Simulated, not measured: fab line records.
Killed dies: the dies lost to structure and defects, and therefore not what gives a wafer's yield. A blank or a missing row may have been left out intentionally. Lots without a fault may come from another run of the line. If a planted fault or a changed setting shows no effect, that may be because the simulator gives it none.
Tool commonality check || flow berkeleyCmos170 || Lots sampled 14, wafers sampled 42

REASON FOR OPENING
2 of 14 lots carry a flag on the reading PLDD_TW at UCB170_PLDD_TW_MEAS_11. Wafers without a fault read 1003, standard deviation 8.6.
Rule: a lot is flagged in two cases, either no wafer of it has a number, or all its wafers with numbers fall more than 4 standard deviations from that mean. All remaining lots are regarded as sound.

{"lot": "L535", "measured": "day 7 13:49", "on": "filmMetro-02", "PLDD_TW, wafer by wafer": "1014 1014 1010", "flag": ""}
{"lot": "L534", "measured": "day 7 14:22", "on": "filmMetro-03", "PLDD_TW, wafer by wafer": "991 992 990", "flag": ""}
{"lot": "L537", "measured": "day 7 21:19", "on": "filmMetro-02", "PLDD_TW, wafer by wafer": "1011 1015 1011", "flag": ""}
{"lot": "L538", "measured": "day 7 21:40", "on": "filmMetro-02", "PLDD_TW, wafer by wafer": "1009 1014 1011", "flag": ""}
{"lot": "L536", "measured": "day 7 21:53", "on": "filmMetro-02", "PLDD_TW, wafer by wafer": "1007 1008 1009", "flag": ""}
{"lot": "L539", "measured": "day 8 08:51", "on": "filmMetro-01", "PLDD_TW, wafer by wafer": "1015 1015 1017", "flag": ""}
{"lot": "L541", "measured": "day 8 09:53", "on": "filmMetro-01", "PLDD_TW, wafer by wafer": "1021 1020 1010", "flag": ""}
{"lot": "L544", "measured": "day 9 22:42", "on": "filmMetro-03", "PLDD_TW, wafer by wafer": "989 995 990", "flag": ""}
{"lot": "L543", "measured": "day 9 22:55", "on": "filmMetro-03", "PLDD_TW, wafer by wafer": "992 989 993", "flag": ""}
{"lot": "L545", "measured": "day 9 23:00", "on": "filmMetro-02", "PLDD_TW, wafer by wafer": "1058 1053 1060", "flag": "FLAGGED"}
{"lot": "L552", "measured": "day 10 13:40", "on": "filmMetro-03", "PLDD_TW, wafer by wafer": "989 993 993", "flag": ""}
{"lot": "L554", "measured": "day 10 14:23", "on": "filmMetro-03", "PLDD_TW, wafer by wafer": "991 993 994", "flag": ""}
{"lot": "L549", "measured": "day 10 14:31", "on": "filmMetro-02", "PLDD_TW, wafer by wafer": "1063 1059 1065", "flag": "FLAGGED"}
{"lot": "L555", "measured": "day 11 10:08", "on": "filmMetro-01", "PLDD_TW, wafer by wafer": "1011 1008 1014", "flag": ""}
On average the flagged lots' numbers are 1060, which is +57 against the usual, or +7 standard deviations.

TOOL THAT RAN EACH LOT
The record holds 1 process step before the reading, out of a route of 331 steps. Cell contents, in order: the tool; ch with the chambers the sampled wafers went through; the start.
{"lot": "L535", "flag": "", "UCB170_PLDD_IMPLANT_09": "implanter-03 ch 0, day 7 13:35"}
{"lot": "L534", "flag": "", "UCB170_PLDD_IMPLANT_09": "implanter-04 ch 0, day 7 14:07"}
{"lot": "L537", "flag": "", "UCB170_PLDD_IMPLANT_09": "implanter-02 ch 0, day 7 21:04"}
{"lot": "L538", "flag": "", "UCB170_PLDD_IMPLANT_09": "implanter-03 ch 0, day 7 21:25"}
{"lot": "L536", "flag": "", "UCB170_PLDD_IMPLANT_09": "implanter-04 ch 0, day 7 21:40"}
{"lot": "L539", "flag": "", "UCB170_PLDD_IMPLANT_09": "implanter-04 ch 0, day 8 08:37"}
{"lot": "L541", "flag": "", "UCB170_PLDD_IMPLANT_09": "implanter-03 ch 0, day 8 09:19"}
{"lot": "L544", "flag": "", "UCB170_PLDD_IMPLANT_09": "implanter-03 ch 0, day 9 22:28"}
{"lot": "L543", "flag": "", "UCB170_PLDD_IMPLANT_09": "implanter-04 ch 0, day 9 22:42"}
{"lot": "L545", "flag": "FLAGGED", "UCB170_PLDD_IMPLANT_09": "implanter-03 ch 0, day 9 22:46"}
{"lot": "L552", "flag": "", "UCB170_PLDD_IMPLANT_09": "implanter-02 ch 0, day 10 13:25"}
{"lot": "L554", "flag": "", "UCB170_PLDD_IMPLANT_09": "implanter-04 ch 0, day 10 14:00"}
{"lot": "L549", "flag": "FLAGGED", "UCB170_PLDD_IMPLANT_09": "implanter-03 ch 0, day 10 14:16"}
{"lot": "L555", "flag": "", "UCB170_PLDD_IMPLANT_09": "implanter-04 ch 0, day 11 09:53"}
What the steps here do:
- UCB170_PLDD_IMPLANT_09
- UCB170_PLDD_TW_MEAS_11

FLAGGED OVER TOTAL, TOOL BY TOOL (the gauges that took the reading come last)
{"step": "UCB170_PLDD_IMPLANT_09", "tool": "implanter-02", "lots run": 2, "flagged": 0, "share of the flagged lots": "none", "sound lots run after its first flagged lot": "-"}
{"step": "UCB170_PLDD_IMPLANT_09", "tool": "implanter-03", "lots run": 6, "flagged": 2, "share of the flagged lots": "all", "sound lots run after its first flagged lot": 0}
{"step": "UCB170_PLDD_IMPLANT_09", "tool": "implanter-04", "lots run": 6, "flagged": 0, "share of the flagged lots": "none", "sound lots run after its first flagged lot": "-"}
{"step": "UCB170_PLDD_TW_MEAS_11", "tool": "filmMetro-01", "lots run": 3, "flagged": 0, "share of the flagged lots": "none", "sound lots run after its first flagged lot": "-"}
{"step": "UCB170_PLDD_TW_MEAS_11", "tool": "filmMetro-02", "lots run": 6, "flagged": 2, "share of the flagged lots": "all", "sound lots run after its first flagged lot": 0}
{"step": "UCB170_PLDD_TW_MEAS_11", "tool": "filmMetro-03", "lots run": 5, "flagged": 0, "share of the flagged lots": "none", "sound lots run after its first flagged lot": "-"}

WHAT THE TABLE ALLOWS
In 2 table rows, all flagged lots were run: implanter-03 (UCB170_PLDD_IMPLANT_09), filmMetro-02 (UCB170_PLDD_TW_MEAS_11).
- implanter-03 at UCB170_PLDD_IMPLANT_09 ran 6 lots, 2 of them flagged. A fault beginning between L544 (day 9 22:28), its last sound lot, and L545 (day 9 22:46), its first flagged one, fits the data. Its own readings (beamOnS, doseIonsCm2, faradayCurrentUA) fall more than 4 standard deviations out on all wafers of the flagged lots.
- filmMetro-02 at UCB170_PLDD_TW_MEAS_11 ran 6 lots, 2 of them flagged. A fault beginning between L536 (day 7 21:53), its last sound lot, and L545 (day 9 23:00), its first flagged one, fits the data.
These 2 tools cannot be told apart by counting lots, since each of them fits a fault that started at some hour. More lots, or a look at what each step does to the wafer, might.

WHAT THE SIMULATOR HAD PUT IN
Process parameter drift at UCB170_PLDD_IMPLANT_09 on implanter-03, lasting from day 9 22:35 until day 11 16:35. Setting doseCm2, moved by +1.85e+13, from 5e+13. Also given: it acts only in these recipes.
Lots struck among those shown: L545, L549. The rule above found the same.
